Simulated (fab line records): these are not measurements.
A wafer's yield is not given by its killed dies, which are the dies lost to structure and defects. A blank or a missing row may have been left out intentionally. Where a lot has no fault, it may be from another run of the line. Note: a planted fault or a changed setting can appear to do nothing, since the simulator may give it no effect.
Which tool did it? / flow berkeley cmos170 / 7 lots, 21 wafers sampled, at 3 steps of a route of 331

## WHAT THE GAUGES SHOWED, per wafer
UCB170_PWELL_TW_MEAS_17.
lot=L178; measured=day 4 01:07; on=film metro-03; PWELL_TW=381.1 377.2 378.7
lot=L181; measured=day 4 23:06; on=film metro-01; PWELL_TW=378.7 377.5 382.0
lot=L182; measured=day 4 23:14; on=film metro-01; PWELL_TW=380.5 382.6 380.8
lot=L188; measured=day 6 04:13; on=film metro-03; PWELL_TW=423.1 424.9 423.6 423.1 426.2 423.1
lot=L190; measured=day 6 23:10; on=film metro-04; PWELL_TW=427.7 426.5 426.5 424.2 426.6 427.6
lot=L193; measured=day 7 06:40; on=film metro-01; PWELL_TW=381.0 381.4 381.4
lot=L196; measured=day 7 19:04; on=film metro-01; PWELL_TW=380.0 379.0 378.4

## EACH LOT AND THE TOOL THAT RAN IT (in order: tool; ch and the chambers of the sampled wafers; start)
lot=L178; UCB170_NWELL_ETCH_13=rie diel-01 ch 1,2, day 3 05:59; UCB170_PWELL_IMPLANT_15=implanter-04 ch 0, day 4 00:54
lot=L181; UCB170_NWELL_ETCH_13=rie diel-04 ch 0,1,3, day 3 22:13; UCB170_PWELL_IMPLANT_15=implanter-01 ch 0, day 4 22:53
lot=L182; UCB170_NWELL_ETCH_13=rie diel-04 ch 0,1,2, day 4 03:55; UCB170_PWELL_IMPLANT_15=implanter-04 ch 0, day 4 22:59
lot=L188; UCB170_NWELL_ETCH_13=rie diel-04 ch 0,1,3, day 5 07:42; UCB170_PWELL_IMPLANT_15=implanter-03 ch 0, day 6 03:59
lot=L190; UCB170_NWELL_ETCH_13=rie diel-03 ch 2,3, day 6 01:41; UCB170_PWELL_IMPLANT_15=implanter-03 ch 0, day 6 22:56
lot=L193; UCB170_NWELL_ETCH_13=rie diel-03 ch 0,2,3, day 6 11:25; UCB170_PWELL_IMPLANT_15=implanter-01 ch 0, day 7 06:25
lot=L196; UCB170_NWELL_ETCH_13=rie diel-01 ch 1,2,3, day 6 19:47; UCB170_PWELL_IMPLANT_15=implanter-01 ch 0, day 7 18:49
- UCB170_NWELL_ETCH_13: etches Si3N4 in CH3F/Ar/O2, stops on SiO2, target depth 246.4 nm, time 154 s.
- UCB170_PWELL_IMPLANT_15

## THE ANSWER, worked out from the rows above alone
Rule: usual is defined by the lots themselves. Put in order of their means at a reading, lots are off if they are a third of the lots or fewer, leave a main group of 4 or more, and stand apart from it by a gap of 3 or more times the standard deviation of the main group's means; of several such gaps the widest counts. Not used: any main group whose means are identical at the precision the tables above print for the reading. A lot without any number at a reading at which 4 lots or more have one is off too. Any other lot the step has rows for is counted as sound.
Off: L188, L190, at UCB170_PWELL_TW_MEAS_17 (PWELL_TW). For the main group the mean is 380.0 and the standard deviation 1.
A tool fits if, at a process step before that reading, it ran every lot that is off, and no sound lot after the first of them. Gauges at UCB170_PWELL_TW_MEAS_17: tried the same way as those tools. One fits: implanter-03 at UCB170_PWELL_IMPLANT_15. It ran no sound lot before its first lot that is off in this sample, so the start can't be narrowed down.

## WHAT THE SIMULATOR HAD INSERTED
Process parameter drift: implanter-03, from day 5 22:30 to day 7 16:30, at UCB170_PWELL_IMPLANT_15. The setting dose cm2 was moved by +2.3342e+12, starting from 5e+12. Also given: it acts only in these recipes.
Struck lots among those shown: L188, L190. The rule above found the same.
